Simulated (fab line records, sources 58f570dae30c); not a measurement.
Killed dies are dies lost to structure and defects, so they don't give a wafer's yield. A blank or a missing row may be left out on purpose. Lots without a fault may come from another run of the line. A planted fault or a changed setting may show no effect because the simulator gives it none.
Which tool did it? | flow berkeley_cmos170 | 24 lots, 72 wafers sampled, at 5 steps of a route of 331

WHAT THE GAUGES READ, wafer by wafer
UCB170_NLDD_OVL_MEAS_07.
lot  | measured     | on         | NLDD_OVL (nm)
L074 | day 6 12:07  | overlay-01 | -5 1 1
L076 | day 6 21:37  | overlay-02 | 1 2 1
L075 | day 6 21:57  | overlay-01 | 1 -1 8
L078 | day 7 09:46  | overlay-02 | -4 -2 -2
L077 | day 7 10:19  | overlay-01 | 3 -5 3
L080 | day 7 11:53  | overlay-01 | 4 6 6
L081 | day 7 12:06  | overlay-02 | 1 -2 1
L079 | day 7 12:22  | overlay-02 | 0 3 2
L082 | day 8 01:47  | overlay-02 | 9 10 9
L086 | day 8 15:23  | overlay-02 | 2 5 9
L084 | day 8 15:59  | overlay-01 | 0 -1 3
L085 | day 8 16:20  | overlay-02 | -4 -1 -8
L083 | day 8 16:43  | overlay-01 | 5 12 8
L087 | day 9 00:15  | overlay-02 | 8 -2 2
L089 | day 9 08:46  | overlay-02 | -1 -7 -10
L088 | day 9 10:34  | overlay-02 | -7 -6 -10
L091 | day 9 16:52  | overlay-02 | 3 -2 -2
L092 | day 10 01:23 | overlay-02 | -8 5 4
L094 | day 10 01:30 | overlay-01 | -3 -1 3
L093 | day 10 02:34 | overlay-02 | 1 16 3
L090 | day 10 02:13 | overlay-02 | 2 0 8
L095 | day 10 08:33 | overlay-02 | 7 9 7
L096 | day 10 10:50 | overlay-02 | 11 11 16
L097 | day 11 01:50 | overlay-01 | 5 7 4

UCB170_M3_RS_MEAS_02: measures by four-point-probe.
lot  | measured     | on            | M3_AL_RS (ohm/sq)
L074 | day 7 19:29  | film_metro-03 | 0.0323 0.0322 0.0325
L076 | day 8 07:17  | film_metro-01 | 0.0317 0.0319 0.0316
L075 | day 8 07:31  | film_metro-03 | 0.0319 0.0321 0.0320
L078 | day 9 01:44  | film_metro-04 | 0.0326 0.0322 0.0328
L077 | day 8 21:33  | film_metro-01 | 0.0322 0.0321 0.0320
L080 | day 9 02:14  | film_metro-03 | 0.0322 0.0319 0.0321
L081 | day 9 02:21  | film_metro-04 | 0.0321 0.0319 0.0320
L079 | day 8 20:56  | film_metro-03 | 0.0328 0.0322 0.0326
L082 | day 9 13:23  | film_metro-04 | 0.0317 0.0322 0.0324
L086 | day 10 04:21 | film_metro-01 | 0.0324 0.0321 0.0325
L084 | day 10 05:21 | film_metro-03 | 0.0324 0.0326 0.0327
L085 | day 10 04:43 | film_metro-04 | 0.0324 0.0321 0.0324
L083 | day 10 05:55 | film_metro-01 | 0.0322 0.0319 0.0319
L087 | day 10 10:12 | film_metro-03 | 0.0324 0.0324 0.0322
L089 | day 10 17:34 | film_metro-01 | 0.0321 0.0321 0.0322
L088 | day 10 17:01 | film_metro-04 | 0.0325 0.0321 0.0321
L091 | day 11 10:54 | film_metro-03 | 0.0319 0.0318 0.0317
L092 | day 11 12:15 | film_metro-04 | 0.0325 0.0323 0.0324
L094 | day 11 10:59 | film_metro-04 | 0.0318 0.0326 0.0321
L093 | day 11 11:55 | film_metro-01 | 0.0317 0.0320 0.0316
L090 | day 11 12:47 | film_metro-03 | 0.0323 0.0323 0.0319
L095 | day 11 19:59 | film_metro-01 | 0.0316 0.0315 0.0319
L096 | day 11 20:32 | film_metro-04 | 0.0328 0.0323 0.0325
L097 | day 12 10:04 | film_metro-03 | 0.0321 0.0319 0.0320

WHICH TOOL RAN EACH LOT (tool, then ch and the chambers of the sampled wafers, then the start)
lot  | UCB170_PLDD_STRIP_10                 | UCB170_CONTACT_RTA_08            | UCB170_V1_CVD_00
L074 | plasma_asher-04 ch 1, day 6 09:27    | rtp_anneal-02 ch 0, day 7 02:25  | pecvd-02 ch 0,2, day 7 09:28
L076 | plasma_asher-04 ch 0,1, day 6 19:24  | rtp_anneal-02 ch 0, day 7 12:28  | pecvd-04 ch 0,1,2, day 7 19:29
L075 | plasma_asher-01 ch 0,1, day 6 19:50  | rtp_anneal-01 ch 0, day 7 13:32  | pecvd-04 ch 1,2, day 7 19:38
L078 | plasma_asher-01 ch 1, day 7 08:20    | rtp_anneal-01 ch 0, day 8 06:43  | pecvd-02 ch 0,1, day 8 12:50
L077 | plasma_asher-01 ch 0,1, day 7 08:53  | rtp_anneal-02 ch 0, day 8 06:32  | pecvd-04 ch 1,2, day 8 12:50
L080 | plasma_asher-01 ch 0,1, day 7 10:15  | rtp_anneal-01 ch 0, day 8 06:54  | pecvd-02 ch 0,1, day 8 15:29
L081 | plasma_asher-03 ch 0,1, day 7 10:29  | rtp_anneal-02 ch 0, day 8 06:54  | pecvd-03 ch 0,1, day 8 15:29
L079 | plasma_asher-04 ch 0,1, day 7 10:46  | rtp_anneal-01 ch 0, day 8 06:21  | pecvd-03 ch 0,1, day 8 12:50
L082 | plasma_asher-03 ch 1, day 7 22:19    | rtp_anneal-02 ch 0, day 8 19:20  | pecvd-02 ch 0,1,2, day 9 02:52
L086 | plasma_asher-04 ch 0,1, day 8 13:49  | rtp_anneal-01 ch 0, day 9 07:30  | pecvd-02 ch 1,2, day 9 17:48
L084 | plasma_asher-01 ch 0,1, day 8 14:35  | rtp_anneal-01 ch 0, day 9 09:26  | pecvd-03 ch 0,1, day 9 17:48
L085 | plasma_asher-04 ch 0,1, day 8 14:55  | rtp_anneal-02 ch 0, day 9 09:25  | pecvd-04 ch 0,1,2, day 9 17:48
L083 | plasma_asher-03 ch 0,1, day 8 15:03  | rtp_anneal-02 ch 0, day 9 09:29  | pecvd-02 ch 0,1, day 9 17:57
L087 | plasma_asher-03 ch 1, day 8 22:11    | rtp_anneal-01 ch 0, day 9 16:11  | pecvd-03 ch 0,2, day 9 22:49
L089 | plasma_asher-01 ch 0,1, day 9 07:15  | rtp_anneal-01 ch 0, day 9 23:32  | pecvd-03 ch 0,1, day 10 08:04
L088 | plasma_asher-01 ch 0,1, day 9 08:27  | rtp_anneal-02 ch 0, day 9 22:56  | pecvd-04 ch 0,1,2, day 10 08:04
L091 | plasma_asher-04 ch 0,1, day 9 15:35  | rtp_anneal-02 ch 0, day 10 08:43 | pecvd-03 ch 0,1,2, day 10 18:04
L092 | plasma_asher-03 ch 0,1, day 9 22:38  | rtp_anneal-01 ch 0, day 10 17:16 | pecvd-04 ch 0,1, day 10 23:52
L094 | plasma_asher-01 ch 0,1, day 9 22:58  | rtp_anneal-02 ch 0, day 10 15:28 | pecvd-02 ch 0,2, day 10 23:52
L093 | plasma_asher-03 ch 0,1, day 9 23:05  | rtp_anneal-02 ch 0, day 10 17:25 | pecvd-03 ch 0,2, day 10 23:52
L090 | plasma_asher-01 ch 0,1, day 9 23:16  | rtp_anneal-01 ch 0, day 10 17:29 | pecvd-02 ch 0,1, day 11 00:01
L095 | plasma_asher-03 ch 0,1, day 10 06:35 | rtp_anneal-02 ch 0, day 11 02:56 | pecvd-04 ch 0,1,2, day 11 11:55
L096 | plasma_asher-03 ch 0,1, day 10 08:17 | rtp_anneal-01 ch 0, day 11 02:56 | pecvd-02 ch 0,1,2, day 11 11:55
L097 | plasma_asher-04 ch 0,1, day 11 00:32 | rtp_anneal-01 ch 0, day 11 17:57 | pecvd-03 ch 1,2, day 11 23:41
- UCB170_PLDD_STRIP_10: strips in O2.
- UCB170_CONTACT_RTA_08: time 10 s.
- UCB170_V1_CVD_00: deposits SiO2 from TEOS/O2, target thk 2000 nm, time 250 s.

WHAT THE TOOLS THEMSELVES READ (means of the sampled wafers that have a number; where no wafer has one, the mark that the record gives instead)
UCB170_PLDD_STRIP_10.
lot  | tool            | drypump_motor_current_A (A) | o2_flow_sccm (sccm) | oes_product_au (a.u.) | strip_time_to_endpoint_s (s)
L074 | plasma_asher-04 | 5.8                         | 399.8               | 0.733                 | 21.54
L076 | plasma_asher-04 | 6.3                         | 398.4               | 0.734                 | 21.67
L075 | plasma_asher-01 | 4.8                         | 400.5               | 0.735                 | 21.60
L078 | plasma_asher-01 | 4.9                         | 400.1               | 0.731                 | 21.57
L077 | plasma_asher-01 | 4.9                         | 400.6               | 0.735                 | 21.51
L080 | plasma_asher-01 | 4.8                         | 400.9               | 0.734                 | 21.49
L081 | plasma_asher-03 | 6.2                         | 400.3               | 0.733                 | 21.63
L079 | plasma_asher-04 | 6.0                         | 399.7               | 0.735                 | 21.59
L082 | plasma_asher-03 | 6.6                         | 401.2               | 0.735                 | 21.61
L086 | plasma_asher-04 | 6.3                         | 399.8               | 0.733                 | 21.55
L084 | plasma_asher-01 | 4.9                         | 399.0               | 0.732                 | 21.57
L085 | plasma_asher-04 | 6.0                         | 399.9               | 0.734                 | 21.59
L083 | plasma_asher-03 | 6.4                         | 399.5               | 0.736                 | 21.63
L087 | plasma_asher-03 | 6.6                         | 399.1               | 0.737                 | 21.63
L089 | plasma_asher-01 | 4.9                         | 399.6               | 0.730                 | 21.71
L088 | plasma_asher-01 | 4.8                         | 400.5               | 0.735                 | 21.53
L091 | plasma_asher-04 | 6.0                         | 400.3               | 0.733                 | 21.64
L092 | plasma_asher-03 | 6.4                         | 400.2               | 0.730                 | 21.64
L094 | plasma_asher-01 | 4.9                         | 399.0               | 0.732                 | 21.63
L093 | plasma_asher-03 | 6.2                         | 398.5               | 0.737                 | 21.65
L090 | plasma_asher-01 | 4.8                         | 398.7               | 0.734                 | 21.70
L095 | plasma_asher-03 | 6.4                         | 399.1               | 0.731                 | 21.68
L096 | plasma_asher-03 | 6.2                         | 399.3               | 0.732                 | 21.74
L097 | plasma_asher-04 | 6.3                         | 400.1               | 0.732                 | 21.62

UCB170_CONTACT_RTA_08.
lot  | tool          | lamp_power_pct (%) | wafer_temp_C_max
L074 | rtp_anneal-02 | 26.4               | 906.8
L076 | rtp_anneal-02 | 26.4               | 907.3
L075 | rtp_anneal-01 | 23.6               | 904.7
L078 | rtp_anneal-01 | 23.6               | 903.7
L077 | rtp_anneal-02 | 26.4               | 908.0
L080 | rtp_anneal-01 | 23.6               | 903.6
L081 | rtp_anneal-02 | 26.4               | 907.1
L079 | rtp_anneal-01 | 23.6               | 904.1
L082 | rtp_anneal-02 | 26.4               | 908.3
L086 | rtp_anneal-01 | 23.6               | 903.8
L084 | rtp_anneal-01 | 23.6               | 904.6
L085 | rtp_anneal-02 | 26.4               | 907.5
L083 | rtp_anneal-02 | 26.4               | 906.8
L087 | rtp_anneal-01 | 23.6               | 903.1
L089 | rtp_anneal-01 | 23.6               | 904.4
L088 | rtp_anneal-02 | 26.4               | 905.7
L091 | rtp_anneal-02 | 26.4               | 907.5
L092 | rtp_anneal-01 | 23.7               | 903.8
L094 | rtp_anneal-02 | 26.4               | 906.9
L093 | rtp_anneal-02 | 26.4               | 907.1
L090 | rtp_anneal-01 | 23.6               | 904.3
L095 | rtp_anneal-02 | 26.4               | 907.4
L096 | rtp_anneal-01 | 23.6               | 904.2
L097 | rtp_anneal-01 | 23.6               | 904.4

UCB170_V1_CVD_00.
lot  | tool     | heater_power_w (W)
L074 | pecvd-02 | 238
L076 | pecvd-04 | 305
L075 | pecvd-04 | 377
L078 | pecvd-02 | 223
L077 | pecvd-04 | 313
L080 | pecvd-02 | 221
L081 | pecvd-03 | 260
L079 | pecvd-03 | 266
L082 | pecvd-02 | 260
L086 | pecvd-02 | 273
L084 | pecvd-03 | 290
L085 | pecvd-04 | 332
L083 | pecvd-02 | 229
L087 | pecvd-03 | 266
L089 | pecvd-03 | 256
L088 | pecvd-04 | 338
L091 | pecvd-03 | 239
L092 | pecvd-04 | 309
L094 | pecvd-02 | 216
L093 | pecvd-03 | 247
L090 | pecvd-02 | 267
L095 | pecvd-04 | 332
L096 | pecvd-02 | 266
L097 | pecvd-03 | 244

THE ANSWER, worked out from the rows above alone
Rule: what is usual is taken from the lots themselves. Put in order of their means at a reading, lots are off if they are a third of the lots or fewer, leave a main group of 4 or more, and stand apart from it by a gap of 3 or more times the standard deviation of the main group's means; of several such gaps the widest counts. A main group whose means are all the same, to the digits that the tables above print for the reading, isn't used. A lot without any number at a reading at which 4 lots or more have one is off too. The other lots that the step has rows for count as sound. The gauges are gone through in route order, then the tools' own readings, and for those a lot's mean is taken as printed above. The first step at which some lot is off is used, and at that step the reading that is off furthest; a lot without a number counts as furthest.
No lot is off at any reading shown: from this, nothing can be told.

WHAT THE SIMULATOR HAD PUT IN
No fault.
